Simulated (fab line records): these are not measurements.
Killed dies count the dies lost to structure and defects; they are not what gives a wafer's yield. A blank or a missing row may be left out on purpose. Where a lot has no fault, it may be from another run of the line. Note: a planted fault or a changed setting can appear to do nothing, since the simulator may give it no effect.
A lot that was struck, set against a sound lot || flow rit cmos || 44 steps out of a route of 202
Sound: the wafers L246.2, L246.3, L246.6. Struck: wafer L254.2. (L254.4, L254.6 of the same lot were not struck and are left out.) The cause comes at the end.
Order at every step that has rows: each side's tool, ch and its chambers, its first start. Under that, the readings that differ: sound wafers || struck wafers || difference of the means || sigmas: that difference in standard deviations of wafers without a fault.
alike: readings whose means differ by less than 2 such deviations, and words and numbers that are the same on both sides. not compared: withheld readings, readings that some wafer has no value for, bounds like >300 that may hide the same value, and numbers for which the record gives no deviation and whose values overlap.
Wherever a step has rows on one side only, a row that says differs or no value, or a row with sigmas, the two part there. When numbers do not overlap yet have no deviation, they are printed without sigmas and do not part them. A reading that every wafer of one side lacks parts them only if that side has two wafers or more.

first, 2 steps without rows for these wafers: RIT_PLDD_PEB_04; RIT_PLDD_DEVELOP_05 (develop time 50 s).
RIT_PLDD_OVL_MEAS_06:
  sound: overlay-02 at day 3 10:23; struck: overlay-02 at day 5 02:23
  alike: PLDD_OVL
then, 2 steps without rows for these wafers: RIT_PLDD_HARDBAKE_07 (time 60 s); RIT_PLDD_IMPLANT_08.
RIT_PLDD_STRIP_09: strips in O2, time 180 s.
  sound on plasma asher-03 ch 0, day 3 10:43; struck on plasma asher-01 ch 0, day 5 02:43
{"reading": "drypump motor current A (A)", "sound": "6.0 6.0 5.9", "struck": 5.1, "difference": -0.9, "sigmas": -2}
  not compared: rf hours counter h
RIT_PLDD_TW_MEAS_10:
  sound: film metro-02 at day 3 10:55; struck: film metro-04 at day 5 02:55
  alike: PLDD_TW
then, 4 steps without rows for these wafers: RIT_SPACER_CLEAN_00 (cleans in SC1, time 600 s); RIT_SPACER_CLEAN_01 (cleans in dHF, time 30 s); RIT_SPACER_CLEAN_02 (cleans in SC2, time 600 s); RIT_SPACER_CVD_03 (deposits Si3N4 from SiH2Cl2/NH3, target thk 250 nm, time 3300 s).
RIT_SPACER_THK_MEAS_04:
  sound: film metro-01 at day 3 13:15; struck: film metro-03 at day 5 05:20
  alike: SPACER_NITRIDE_THK
RIT_SPACER_ETCHBACK_05: etches Si3N4 in SF6/CHF3, stops on SiO2, target depth 250 nm, time 240 s.
  sound on rie diel-01 ch 0,2, day 3 13:18; struck on rie diel-01 ch 2, day 5 05:23
{"reading": "model.poly-Si_of_GATE_CVD_08.thk nm (nm)", "sound": "168.1 167.5 167.6", "struck": 174.4, "difference": "+6.7", "sigmas": ""}
{"reading": "model.Si3N4_of_SPACER_CVD_03.thk nm (nm)", "sound": "196.7 195.6 194.5", "struck": 201.5, "difference": "+5.9", "sigmas": ""}
  alike: drypump motor current A, oes product au, rf fwd power W, throttle valve pct
  not compared: rf hours counter h
then, 6 steps without rows for these wafers: RIT_NSD_HMDS_00 (prime time 60 s); RIT_NSD_COAT_01 (resist thk 1000 nm); RIT_NSD_SOFTBAKE_02 (time 60 s); RIT_NSD_EXPOSE_03 (exposes mask M9, target cd 40700 nm); RIT_NSD_PEB_04; RIT_NSD_DEVELOP_05 (develop time 50 s).
RIT_NSD_OVL_MEAS_06:
  sound: overlay-02 at day 3 14:26; struck: overlay-02 at day 5 06:37
{"reading": "NSD_OVL (nm)", "sound": "-3.4 -1.8 -3.6", "struck": 1.3, "difference": "+4.2", "sigmas": "+3"}
then, 2 steps without rows for these wafers: RIT_NSD_HARDBAKE_07 (time 60 s); RIT_NSD_IMPLANT_08.
RIT_NSD_STRIP_09: strips in O2, time 180 s.
  sound on plasma asher-04 ch 1, day 3 14:46; struck on plasma asher-04 ch 1, day 5 06:56
  alike: drypump motor current A
  not compared: rf hours counter h
RIT_NSD_TW_MEAS_10:
  sound: film metro-04 at day 3 14:57; struck: film metro-02 at day 5 07:08
  alike: NSD_TW
then, 6 steps without rows for these wafers: RIT_PSD_HMDS_00 (prime time 60 s); RIT_PSD_COAT_01 (resist thk 1000 nm); RIT_PSD_SOFTBAKE_02 (time 60 s); RIT_PSD_EXPOSE_03 (exposes mask M10, target cd 40900 nm); RIT_PSD_PEB_04; RIT_PSD_DEVELOP_05 (develop time 50 s).
RIT_PSD_OVL_MEAS_06:
  sound: overlay-02 at day 3 16:03; struck: overlay-02 at day 5 08:16
  alike: PSD_OVL
then, 2 steps without rows for these wafers: RIT_PSD_HARDBAKE_07 (time 60 s); RIT_PSD_IMPLANT_08.
RIT_PSD_STRIP_09: strips in O2, time 180 s.
  sound on plasma asher-04 ch 1, day 3 16:23; struck on plasma asher-01 ch 1, day 5 08:41
  alike: drypump motor current A
  not compared: rf hours counter h
RIT_PSD_TW_MEAS_10:
  sound: film metro-03 at day 3 16:34; struck: film metro-04 at day 5 08:53
  alike: PSD_TW
then, 2 steps without rows for these wafers: RIT_SDANNEAL_CLEAN_00 (cleans in SC1, time 600 s); RIT_SDANNEAL_CLEAN_01 (cleans in dHF, time 30 s).
RIT_SDANNEAL_CLEAN_02: cleans in SC2, time 600 s.
  sound on wet bench-01 ch 1, day 3 16:59; struck on wet bench-04 ch 3, day 5 09:08
{"reading": "model.poly-Si_of_GATE_CVD_08.thk nm (nm)", "sound": "163.8 163.1 163.2", "struck": 170, "difference": "+7", "sigmas": ""}
RIT_SDANNEAL_RTA_03: time 5 s.
  sound on rtp anneal-01 ch 0, day 3 17:10; struck on rtp anneal-01 ch 0, day 5 09:20
  alike: anneal temp c max, chamber o2 ppm, wafer_temp_C_max
RIT_SDANNEAL_RS_MEAS_04: the measuring method here is four-point-probe.
  sound: film metro-04 at day 3 17:14; struck: film metro-04 at day 5 09:25
  alike: PSD_RS
RIT_SDANNEAL_RS_MEAS_05: the measuring method here is four-point-probe.
  sound: film metro-04 at day 3 17:21; struck: film metro-04 at day 5 09:32
  alike: NSD_RS
RIT_SDANNEAL_RS_MEAS_06: the measuring method here is four-point-probe.
  sound: film metro-04 at day 3 17:28; struck: film metro-04 at day 5 09:39
  alike: PLDD_RS
RIT_SILICIDE_WET_ETCH_00: etches SiO2 in BOE, target depth 14 nm, time 15 s.
  sound on wet bench-01 ch 0, day 3 17:41; struck on wet bench-01 ch 1, day 5 09:52
{"reading": "model.Si3N4_of_SPACER_CVD_03.thk nm (nm)", "sound": "195.5 194.4 193.4", "struck": 200.3, "difference": "+5.9", "sigmas": ""}
RIT_M1_PROBE_99:
  sound: prober-02 at day 4 00:42; struck: prober-02 at day 5 17:32
{"reading": "model.etest.nmos_0p15.r on ohm um", "sound": "1146 1136 1147", "struck": 1052, "difference": -91, "sigmas": ""}
{"reading": "model.etest.pplus sal.width nm (nm)", "sound": "3450 3446 3434", "struck": 3367, "difference": -76, "sigmas": ""}
{"reading": "model.etest.nplus sal.width nm (nm)", "sound": "3460 3455 3450", "struck": 3362, "difference": -93, "sigmas": ""}
{"reading": "model.etest.nwell pinched.rs ohm sq", "sound": "340.7 341.2 341.1", "struck": 318.5, "difference": -22.5, "sigmas": ""}
{"reading": "model.etest.pwell pinched.rs ohm sq", "sound": "460.1 467.6 475.5", "struck": 440.2, "difference": -27.5, "sigmas": ""}
{"reading": "model.etest.contact nplus.end ohm um", "sound": "40.81 41.88 40.41", "struck": 38.41, "difference": -2.62, "sigmas": ""}
{"reading": "model.etest.field p metal.vt v (V)", "sound": "-29.5 -29.46 -29.34", "struck": -29.62, "difference": -0.19, "sigmas": ""}
{"reading": "model.etest.diode nplus comb.leak log10 a cm2", "sound": "-5.024 -5.147 -5.164", "struck": -5.364, "difference": -0.252, "sigmas": ""}
  alike: killed at contacts, killed at front end, killed dies, killed open, killed short

## WHERE THEY PART
Last at RIT_NSD_OVL_MEAS_06 as far as this record goes, first at RIT_PLDD_STRIP_09. Later steps at which nothing parts them and some readings are alike: RIT_NSD_STRIP_09, RIT_NSD_TW_MEAS_10, RIT_PSD_OVL_MEAS_06, RIT_PSD_STRIP_09, RIT_PSD_TW_MEAS_10, RIT_SDANNEAL_RTA_03, RIT_SDANNEAL_RS_MEAS_04, RIT_SDANNEAL_RS_MEAS_05, RIT_SDANNEAL_RS_MEAS_06, RIT_M1_PROBE_99.

WHY: the cause the simulator had injected
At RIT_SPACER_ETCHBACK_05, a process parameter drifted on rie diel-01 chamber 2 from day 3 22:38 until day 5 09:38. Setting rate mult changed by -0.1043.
